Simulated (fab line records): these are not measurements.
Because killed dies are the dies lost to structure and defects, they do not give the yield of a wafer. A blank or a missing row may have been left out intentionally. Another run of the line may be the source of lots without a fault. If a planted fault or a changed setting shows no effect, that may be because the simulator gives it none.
Which tool did it? :: flow rit_cmos :: Sampling: 6 lots, 18 wafers, 2 of 202 route steps

== WHAT THE GAUGES SHOWED, per wafer ==
RIT_GATE_CD_MEAS_16: target cd 150 nm.
lot: L482
measured: day 3 05:05
on: cd_sem-01
cd_nm (nm): 152.1 152.0 151.0

lot: L483
measured: day 3 12:14
on: cd_sem-01
cd_nm (nm): 155.6 154.4 156.8

lot: L487
measured: day 4 05:40
on: cd_sem-01
cd_nm (nm): 145.3 147.6 146.2

lot: L489
measured: day 4 19:59
on: cd_sem-02
cd_nm (nm): 146.8 149.3 147.4

lot: L492
measured: day 5 06:23
on: cd_sem-01
cd_nm (nm): 199.4 196.9 197.8

lot: L498
measured: day 6 12:56
on: cd_sem-01
cd_nm (nm): 151.0 151.4 152.2

== WHAT TOOL EACH LOT RAN ON (gives the tool, then ch and the chambers of the sampled wafers, and finally the start) ==
lot: L482
RIT_GATE_EXPOSE_13: iline_stepper-02 ch 0, day 3 04:41

lot: L483
RIT_GATE_EXPOSE_13: iline_stepper-01 ch 0, day 3 11:50

lot: L487
RIT_GATE_EXPOSE_13: iline_stepper-01 ch 0, day 4 05:16

lot: L489
RIT_GATE_EXPOSE_13: iline_stepper-02 ch 0, day 4 19:35

lot: L492
RIT_GATE_EXPOSE_13: iline_stepper-01 ch 0, day 5 05:59

lot: L498
RIT_GATE_EXPOSE_13: iline_stepper-01 ch 0, day 6 12:31
- RIT_GATE_EXPOSE_13: exposes mask M6, target cd 150 nm.

== THE ANSWER, worked out from the rows above alone ==
Rule: the usual values come from the lots themselves. The widest of any qualifying gaps counts: lots, ordered by their means at a reading, are off when they make up no more than a third of the lots, leave a main group of 4 or more, and stand apart from it by 3 or more times the standard deviation of that group's means. Not used: any main group whose means are identical at the precision the tables above print for the reading. A lot without any number at a reading at which 4 lots or more have one is off too. Any other lot the step has rows for is counted as sound.
Off: L492, at RIT_GATE_CD_MEAS_16 (cd_nm). For the main group the mean is 150.6 nm and the standard deviation 3.2.
A tool fits if, at a process step before that reading, it ran every lot that is off, and no sound lot after the first of them. Those tools and the gauges at RIT_GATE_CD_MEAS_16 are tried in the same way. Not one of the candidates tried fits.

== WHAT THE SIMULATOR PUT IN ==
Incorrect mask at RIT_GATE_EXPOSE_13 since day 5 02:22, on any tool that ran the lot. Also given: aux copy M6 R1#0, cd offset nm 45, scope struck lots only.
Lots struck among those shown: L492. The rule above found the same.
